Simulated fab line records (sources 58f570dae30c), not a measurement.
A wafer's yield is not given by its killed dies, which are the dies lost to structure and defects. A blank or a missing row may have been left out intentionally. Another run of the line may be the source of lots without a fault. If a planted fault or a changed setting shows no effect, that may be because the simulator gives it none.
One fault through the eyes of 2 desks :: flow berkeleyCmos170 :: each desk has only its own numbers; what lay behind them comes last

== FOR THE TOOL OWNER'S DESK: pecvd-01 ==
The tool's own readings at UCB170_SPACER_CVD_00 (deposits SiO2 from TEOS/O2, target thk 376 nm, time 47 s): means of the sampled wafers that have a number, for each lot that ran on this tool. A lot is out of limits, marked OUT, if its mean lies more than 4 standard deviations from the usual mean; the brackets give that distance.
Columns: A = heaterPowerW at UCB170_SPACER_CVD_00, usual 238 W; B = rfFwdPowerW at UCB170_SPACER_CVD_00, usual 545.0 W
lot: L780
first seen here: day 7 14:49
A: 243
B: 544.1

lot: L785
first seen here: day 8 03:27
A: 247
B: 545.3

lot: L789
first seen here: day 9 19:53
A: 210
B: 610.8 (+27) OUT

lot: L790
first seen here: day 9 22:08
A: 206
B: 611.0 (+27) OUT
This desk finds L789, L790 out of limits, L789 being first, at day 9 19:53 (rfFwdPowerW at UCB170_SPACER_CVD_00). In limits: L780, L785.

== AT THE METROLOGY DESK ==
What the gauges read for every lot (on any tool): the sampled wafers with a number, averaged. A lot is out of limits, marked OUT, if its mean lies more than 4 standard deviations from the usual mean; the brackets give that distance.
Columns: A = WELLDRIVE_OXIDE_THK at UCB170_WELLDRIVE_THK_MEAS_02, usual 198 nm; B = cdNm at UCB170_ACTIVE_CD_MEAS_13, usual 1200.3 nm; C = SCREENOX_OXIDE_THK at UCB170_SCREENOX_THK_MEAS_02, usual 14.32 nm
lot: L776
first seen here: day 3 18:54
A: 198
B: 1203.3
C: 14.33

lot: L777
first seen here: day 3 18:55
A: 200
B: 1201.2
C: 14.25

lot: L778
first seen here: day 4 02:30
A: 193
B: 1199.0
C: 14.48

lot: L779
first seen here: day 4 02:30
A: 202
B: 1198.9
C: 14.38

lot: L780
first seen here: day 4 05:45
A: 197
B: 1200.7
C: 14.25

lot: L781
first seen here: day 4 05:45
A: 197
B: 1201.3
C: 14.19

lot: L782
first seen here: day 4 18:52
A: 204
B: 1201.9
C: 14.30

lot: L785
first seen here: day 5 06:43
A: 194
B: 1200.4
C: 14.42

lot: L784
first seen here: day 5 06:44
A: 192
B: 1199.4
C: 14.29

lot: L786
first seen here: day 5 14:53
A: 202
B: 1200.7
C: 14.12

lot: L789
first seen here: day 6 14:26
A: 200
B: 1202.1
C: 14.34

lot: L791
first seen here: day 6 18:23
A: 195
B: 1197.7
C: 14.13

lot: L790
first seen here: day 6 18:25
A: 197
B: 1199.7
C: 14.22

lot: L793
first seen here: day 7 04:02
A: 203
B: 1198.9
C: 13.96
Finding of this desk: none of the 14 lots has anything out of limits.

== TAKEN TOGETHER ==
An alarm could have come from the tool owner's desk at day 9 19:53, on L789, L790.
The metrology desk saw nothing out of limits.
The metrology desk holds a record of L789, L790, inside its limits.
Of the lots named, all ran UCB170_SPACER_CVD_00 on pecvd-01.

== WHAT THE SIMULATOR HAD INSERTED ==
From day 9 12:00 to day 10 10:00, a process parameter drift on pecvd-01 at UCB170_SPACER_CVD_00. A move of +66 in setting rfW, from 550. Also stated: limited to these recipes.
Struck lots among those shown: L789, L790.
Each desk's first reading out of limits, in hours after the fault started: the tool owner's desk, 8.
